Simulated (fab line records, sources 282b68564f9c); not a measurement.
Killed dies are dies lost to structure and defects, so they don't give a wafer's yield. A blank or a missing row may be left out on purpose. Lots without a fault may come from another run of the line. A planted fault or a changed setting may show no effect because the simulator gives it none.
Split-lot experiment | flow rit_cmos | 5 lots, 23 wafers read, on a route of 202 steps

THE SPLIT
At RIT_CONTACT_CVD_00 (deposits SiO2 from TEOS, target thk 400 nm, time 61 s), the setting time_s was moved away from the recipe's 61 s on 9 of the 23 wafers read, by -5.7% to +8.3%. The other wafers ran this setting at the recipe's value.

The file shows no step between the split and the reading.

THE READING
CONTACT_TEOS_THK, in nm, at RIT_CONTACT_THK_MEAS_01. Fault-free wafers of this fab line usually give 400 nm, standard deviation 5.6 nm.

wafer  | tool, chamber at the split | time_s as run, s | against the recipe | CONTACT_TEOS_THK, nm | against lot-mates on the recipe
L078.1 | pecvd-03, 0                | 64.41            | +5.6%              | 428                  | +21
L078.2 | pecvd-03, 1                | 61               | recipe             | 405                  | -
L078.3 | pecvd-03, 2                | 61               | recipe             | 406                  | -
L078.5 | pecvd-03, 0                | 61               | recipe             | 411                  | -
L078.6 | pecvd-03, 2                | 64.41            | +5.6%              | 432                  | +25
L079.1 | pecvd-04, 0,2              | 63.53            | +4.1%              | 412                  | +4
L079.2 | pecvd-04, 2                | 63.53            | +4.1%              | 411                  | +4
L079.4 | pecvd-04, 0,2              | 63.53            | +4.1%              | 423                  | +16
L079.5 | pecvd-04, 1                | 61               | recipe             | 407                  | -
L079.6 | pecvd-04, 0                | 61               | recipe             | 408                  | -
L080.1 | pecvd-02, 2                | 57.54            | -5.7%              | 375                  | -17
L080.2 | pecvd-02, 0                | 61               | recipe             | 395                  | -
L080.3 | pecvd-02, 1                | 61               | recipe             | 389                  | -
L080.4 | pecvd-02, 1                | 61               | recipe             | 392                  | -
L080.5 | pecvd-02, 2                | 57.54            | -5.7%              | 370                  | -22
L083.1 | pecvd-02, 1,0              | 61               | recipe             | 390                  | -
L083.2 | pecvd-02, 2                | 66.09            | +8.3%              | 428                  | +31
L083.3 | pecvd-02, 1,0              | 61               | recipe             | 396                  | -
L083.4 | pecvd-02, 0                | 61               | recipe             | 404                  | -
L083.6 | pecvd-02, 2                | 66.09            | +8.3%              | 432                  | +35
L084.1 | pecvd-03, 2                | 61               | recipe             | 402                  | -
L084.4 | pecvd-03, 2                | 61               | recipe             | 408                  | -
L084.6 | pecvd-03, 0                | 61               | recipe             | 410                  | -
Where a row lists several chambers, the file gives one row for several wafers and doesn't say which wafer went through which chamber.

THE FIT
A straight line over all 23 wafers: CONTACT_TEOS_THK changes by +4.16 nm for each +1% of time_s; r = +0.90; the points scatter about the line by 7.2 nm.
The same after taking each lot's own level away (the mean of its wafers on the recipe; 23 wafers): +3.58 nm for each +1%; r = +0.94; scatter 4.8 nm.
On that fit, the largest move of time_s shifts the reading by 30 nm.
The lots' own levels span 392.0 to 407.5 nm, that is 2.8 times the standard deviation above.
So the lot-to-lot level changes the slope: the two fits differ.
Check: with one of the wafers moved furthest among these (+8.3%) left out of the fit, the line predicts +29.1 nm for it against its lot-mates. It came out at +31.3 nm against them.

OTHER SPLITS ON THESE WAFERS
These wafers also went through other splits before the reading. Each is held against what the fit with the lots' levels taken away leaves over:
other split on the same wafers  | wafers away from the commonest value | r with CONTACT_TEOS_THK (lot level and that fit taken away)
RIT_GATE_OXIDATION_05 temp_c    | 15                                   | -0.03
RIT_GATE_COAT_11 spin_rpm       | 5                                    | +0.16
RIT_REOX_OXIDATION_03 ox_time_s | 18                                   | +0.40
RIT_NLDD_IMPLANT_08 dose_cm2    | 7                                    | -0.51
RIT_PLDD_IMPLANT_08 tilt_deg    | 7                                    | +0.01
RIT_NSD_HARDBAKE_07 temp_c      | 7                                    | +0.09
RIT_PSD_SOFTBAKE_02 temp_c      | 8                                    | -0.48

THE WHOLE CHAIN: every reading that the file lists as answering this split, in the file's order
step                    | what it does                                                                | reading                                                                        | change (the file's fit)              | r (the file's)
RIT_CONTACT_CVD_00      | deposits SiO2 from TEOS, target thk 400 nm, time 61 s                       | SiO2_of_CONTACT_CVD_00.thk_nm (the simulator's own value, which no gauge read) | +3.02 nm for each +1% of the setting | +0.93
RIT_CONTACT_THK_MEAS_01 |                                                                             | CONTACT_TEOS_THK                                                               | +3.66 for each +1% of the setting    | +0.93
RIT_CONTACT_ETCH_11     | etches SiO2 in CHF3/CF4/Ar, stops on TiSi2, target depth 480 nm, time 320 s | CONTACT.feature_depth_nm (the simulator's own value, which no gauge read)      | +3.65 nm for each +1% of the setting | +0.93
RIT_CONTACT_ETCH_11     | etches SiO2 in CHF3/CF4/Ar, stops on TiSi2, target depth 480 nm, time 320 s | etch.depth_nm (the simulator's own value, which no gauge read)                 | +3.02 nm for each +1% of the setting | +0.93

THE FILE'S OWN FIT
CONTACT_TEOS_THK changes by +3.66 nm for each +1% of time_s, r = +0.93.
